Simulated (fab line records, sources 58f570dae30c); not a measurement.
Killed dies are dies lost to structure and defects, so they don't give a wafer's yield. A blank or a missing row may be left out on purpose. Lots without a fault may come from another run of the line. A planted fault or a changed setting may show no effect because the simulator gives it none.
Chamber matching | flow berkeley_cmos170 | UCB170_PWELL_ETCH_14 on rie_diel-04: 4 sister chambers
The step etches Si3N4 in CH3F/Ar/O2, stops on SiO2, target depth 242 nm, time 151 s. 8 wafers are shown with their chamber, then 7 later ones without.

WAFERS WITH THEIR CHAMBER
wafer  | chamber | drypump_motor_current_A (A) | throttle_valve_pct (%)
L234.3 | 2       | 5.60                        | 7.93
L237.5 | 2       | 5.61                        | 7.93
L237.6 | 1       | 5.56                        | 8.28
L243.2 | 0       | 5.39                        | 8.07
L243.4 | 1       | 5.56                        | 8.29
L243.5 | 3       | 5.06                        | 8.12
L245.1 | 0       | 5.42                        | 8.07
L245.4 | 3       | 5.05                        | 8.15

WAFERS WITHOUT THEIR CHAMBER
wafer  | drypump_motor_current_A (A) | throttle_valve_pct (%)
L245.5 | 5.61                        | 7.93
L248.1 | 5.41                        | 8.06
L248.3 | 5.59                        | 7.94
L248.4 | 5.07                        | 8.14
L251.4 | 5.55                        | 8.29
L251.5 | 5.56                        | 8.30
L251.6 | 5.61                        | 7.92

WHICH CHAMBER EACH WENT THROUGH
wafer  | from the rows above | in truth
L245.5 | 2                   | 2
L248.1 | 0                   | 0
L248.3 | 2                   | 2
L248.4 | 3                   | 3
L251.4 | 1                   | 1
L251.5 | 1                   | 1
L251.6 | 2                   | 2
Placed correctly: 7 of 7. Can't be placed from these rows: 0. Placed wrongly: 0.
How it was worked out, from the rows above alone: a wafer's distance from a chamber is the root of the sum, over the readings, of the square of ((its reading less the chamber's mean) divided by the reading's scatter). The wafer belongs to the nearest chamber; if the next one is less than 2 further off, it can't be placed. A chamber's mean is the mean of its shown wafers. The scatter: the root of (the sum of the squares of (reading less its chamber's mean) over the shown wafers, divided by (wafers less chambers)).
